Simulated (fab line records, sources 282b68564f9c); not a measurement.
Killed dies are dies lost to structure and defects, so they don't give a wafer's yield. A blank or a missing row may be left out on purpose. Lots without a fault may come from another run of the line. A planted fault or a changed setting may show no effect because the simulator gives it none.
Which tool did it? | flow rit_cmos | 15 lots, 45 wafers sampled, at 2 steps of a route of 202

WHAT THE GAUGES READ, wafer by wafer
RIT_PWELL_OVL_MEAS_06. Usual: PWELL_OVL 0.2 nm, standard deviation 1.2.
lot  | measured    | on         | PWELL_OVL (nm) | flag
L195 | day 1 22:10 | overlay-01 | -0.4 0.3 0.3   |
L196 | day 2 05:06 | overlay-01 | -1.0 -1.6 -1.9 |
L197 | day 2 08:36 | overlay-01 | -0.2 0.4 -0.4  |
L198 | day 2 15:49 | overlay-02 | -1.1 -0.3 -0.7 |
L199 | day 2 20:54 | overlay-02 | 1.1 1.5 0.2    |
L200 | day 3 01:43 | overlay-01 | 2.5 1.4 1.4    |
L201 | day 3 05:45 | overlay-01 | - - - - - -    | OFF
L203 | day 3 14:28 | overlay-02 | - - - - - -    | OFF
L207 | day 4 11:35 | overlay-02 | - - - - - -    | OFF
L208 | day 4 21:19 | overlay-01 | 0.2 -0.5 0.0   |
L209 | day 4 22:44 | overlay-02 | 2.5 2.2 1.1    |
L210 | day 5 01:47 | overlay-01 | 0.5 2.1 0.8    |
L213 | day 5 20:13 | overlay-02 | 1.9 0.7 1.2    |
L214 | day 6 08:47 | overlay-02 | 0.8 -1.2 1.5   |
L218 | day 7 01:53 | overlay-01 | 0.8 -0.1 -0.4  |

WHICH TOOL RAN EACH LOT (tool, then ch and the chambers of the sampled wafers, then the start)
lot  | RIT_PWELL_EXPOSE_03
L195 | iline_stepper-02 ch 0, day 1 21:44
L196 | iline_stepper-02 ch 0, day 2 04:41
L197 | iline_stepper-01 ch 0, day 2 08:11
L198 | iline_stepper-02 ch 0, day 2 15:23
L199 | iline_stepper-01 ch 0, day 2 20:28
L200 | iline_stepper-02 ch 0, day 3 01:17
L201 | iline_stepper-01 ch 0, day 3 05:19
L203 | iline_stepper-01 ch 0, day 3 13:59
L207 | iline_stepper-01 ch 0, day 4 11:02
L208 | iline_stepper-02 ch 0, day 4 20:53
L209 | iline_stepper-02 ch 0, day 4 22:20
L210 | iline_stepper-02 ch 0, day 5 01:22
L213 | iline_stepper-02 ch 0, day 5 19:47
L214 | iline_stepper-02 ch 0, day 6 08:22
L218 | iline_stepper-02 ch 0, day 7 01:29
- RIT_PWELL_EXPOSE_03: exposes mask M3, target cd 43700 nm.

WHAT THE TOOLS THEMSELVES READ (means of the sampled wafers that have a number; where no wafer has one, the mark that the record gives instead)
The record holds no such reading with a usual standard deviation.

THE ANSWER, worked out from the rows above alone
Rule: a lot is off if the mean of its wafers that have a number lies more than 3 standard deviations from the usual mean. A lot without any number at a reading at which 4 lots or more have one is off too. The other lots that the step has rows for count as sound. The gauges are gone through in route order, then the tools' own readings, and for those a lot's mean is taken as printed above. The first step at which some lot is off is used, and at that step the reading that is off furthest; a lot without a number counts as furthest.
Off: L201, L203, L207, at RIT_PWELL_OVL_MEAS_06 (PWELL_OVL). Without a number there: L201, L203, L207.
A tool fits if, at a process step before that reading, it ran every lot that is off, and no sound lot after the first of them. The gauges at RIT_PWELL_OVL_MEAS_06 are tried like those tools. One fits: iline_stepper-01 at RIT_PWELL_EXPOSE_03. Its last sound lot is L199 (day 2 20:28), its first lot that is off L201 (day 3 05:19): a fault that began between those two fits.

WHAT THE SIMULATOR HAD PUT IN
Scanner matching overlay: iline_stepper-01, from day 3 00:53 on, at RIT_PWELL_EXPOSE_03. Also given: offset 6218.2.
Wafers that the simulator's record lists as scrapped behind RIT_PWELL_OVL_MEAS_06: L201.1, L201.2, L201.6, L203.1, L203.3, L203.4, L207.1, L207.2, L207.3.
Lots struck among those shown: L201, L203, L207. The rule above found the same.
